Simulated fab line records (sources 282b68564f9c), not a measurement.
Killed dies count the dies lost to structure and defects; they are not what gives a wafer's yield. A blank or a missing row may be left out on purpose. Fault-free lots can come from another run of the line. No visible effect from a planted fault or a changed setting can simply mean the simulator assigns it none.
Which tool did it? || flow rit_cmos || 42 wafers from 14 lots sampled at 2 of the route's 202 steps

WHAT THE GAUGES SHOWED, per wafer
RIT_GATE_CD_MEAS_16: target cd 150 nm. Usual: cd_nm 150.6 nm, standard deviation 2.
{"lot": "L713", "measured": "day 2 21:01", "on": "cd_sem-02", "cd_nm (nm)": "149.9 151.0 152.5", "flag": ""}
{"lot": "L714", "measured": "day 3 08:12", "on": "cd_sem-02", "cd_nm (nm)": "150.6 149.1 153.4", "flag": ""}
{"lot": "L716", "measured": "day 3 13:23", "on": "cd_sem-02", "cd_nm (nm)": "150.8 150.9 150.1", "flag": ""}
{"lot": "L717", "measured": "day 3 21:25", "on": "cd_sem-01", "cd_nm (nm)": "166.0 169.5 167.8", "flag": "OFF"}
{"lot": "L720", "measured": "day 4 04:31", "on": "cd_sem-02", "cd_nm (nm)": "161.6 161.6 160.6", "flag": "OFF"}
{"lot": "L724", "measured": "day 5 03:06", "on": "cd_sem-02", "cd_nm (nm)": "150.3 147.9 148.8", "flag": ""}
{"lot": "L725", "measured": "day 5 06:43", "on": "cd_sem-01", "cd_nm (nm)": "153.1 153.8 154.5", "flag": ""}
{"lot": "L726", "measured": "day 5 12:45", "on": "cd_sem-01", "cd_nm (nm)": "152.0 150.8 151.1", "flag": ""}
{"lot": "L728", "measured": "day 5 20:08", "on": "cd_sem-01", "cd_nm (nm)": "146.7 147.5 148.6", "flag": ""}
{"lot": "L729", "measured": "day 6 03:59", "on": "cd_sem-02", "cd_nm (nm)": "149.2 149.4 150.6", "flag": ""}
{"lot": "L731", "measured": "day 6 12:20", "on": "cd_sem-01", "cd_nm (nm)": "152.2 153.8 152.0", "flag": ""}
{"lot": "L733", "measured": "day 6 23:08", "on": "cd_sem-01", "cd_nm (nm)": "156.2 155.4 153.7", "flag": ""}
{"lot": "L734", "measured": "day 7 07:25", "on": "cd_sem-01", "cd_nm (nm)": "152.7 149.1 152.1", "flag": ""}
{"lot": "L735", "measured": "day 7 08:56", "on": "cd_sem-02", "cd_nm (nm)": "147.9 148.6 148.1", "flag": ""}

WHICH TOOL RAN EACH LOT (tool, then ch and the chambers of the sampled wafers, then the start)
{"lot": "L713", "RIT_GATE_DEVELOP_15": "litho_track-01 ch 0, day 2 20:00"}
{"lot": "L714", "RIT_GATE_DEVELOP_15": "litho_track-04 ch 0, day 3 08:00"}
{"lot": "L716", "RIT_GATE_DEVELOP_15": "litho_track-04 ch 0, day 3 13:00"}
{"lot": "L717", "RIT_GATE_DEVELOP_15": "litho_track-04 ch 0, day 3 21:00"}
{"lot": "L720", "RIT_GATE_DEVELOP_15": "litho_track-04 ch 0, day 4 04:00"}
{"lot": "L724", "RIT_GATE_DEVELOP_15": "litho_track-01 ch 0, day 5 02:00"}
{"lot": "L725", "RIT_GATE_DEVELOP_15": "litho_track-01 ch 0, day 5 06:00"}
{"lot": "L726", "RIT_GATE_DEVELOP_15": "litho_track-01 ch 0, day 5 12:00"}
{"lot": "L728", "RIT_GATE_DEVELOP_15": "litho_track-02 ch 0, day 5 19:00"}
{"lot": "L729", "RIT_GATE_DEVELOP_15": "litho_track-02 ch 0, day 6 03:00"}
{"lot": "L731", "RIT_GATE_DEVELOP_15": "litho_track-02 ch 0, day 6 12:00"}
{"lot": "L733", "RIT_GATE_DEVELOP_15": "litho_track-02 ch 0, day 6 23:00"}
{"lot": "L734", "RIT_GATE_DEVELOP_15": "litho_track-04 ch 0, day 7 07:00"}
{"lot": "L735", "RIT_GATE_DEVELOP_15": "litho_track-01 ch 0, day 7 08:00"}
- RIT_GATE_DEVELOP_15: develop time 50 s.

WHAT THE TOOLS THEMSELVES READ (means of the sampled wafers that have a number; where no wafer has one, the mark that the record gives instead)
The record holds no such reading with a usual standard deviation.

THE ANSWER, worked out from the rows above alone
Rule: a lot is off if the mean of its wafers that have a number lies more than 3 standard deviations from the usual mean. Also off: a lot with no number at a reading for which 4 or more lots have one. Where the step has rows for the other lots, those lots are counted as sound. Order of review: gauges by route order, followed by the tools' own readings, for which a lot's mean as printed above is used. At the first step where some lot is off, the reading lying furthest off is the one used; lots without a number count as furthest.
Off: L717, L720 (RIT_GATE_CD_MEAS_16, cd_nm).
A tool fits if, at a process step before that reading, it ran every lot that is off, and no sound lot after the first of them. Those tools and the gauges at RIT_GATE_CD_MEAS_16 are tried in the same way. Not one of the candidates tried fits.

WHAT HAD BEEN PUT IN BY THE SIMULATOR
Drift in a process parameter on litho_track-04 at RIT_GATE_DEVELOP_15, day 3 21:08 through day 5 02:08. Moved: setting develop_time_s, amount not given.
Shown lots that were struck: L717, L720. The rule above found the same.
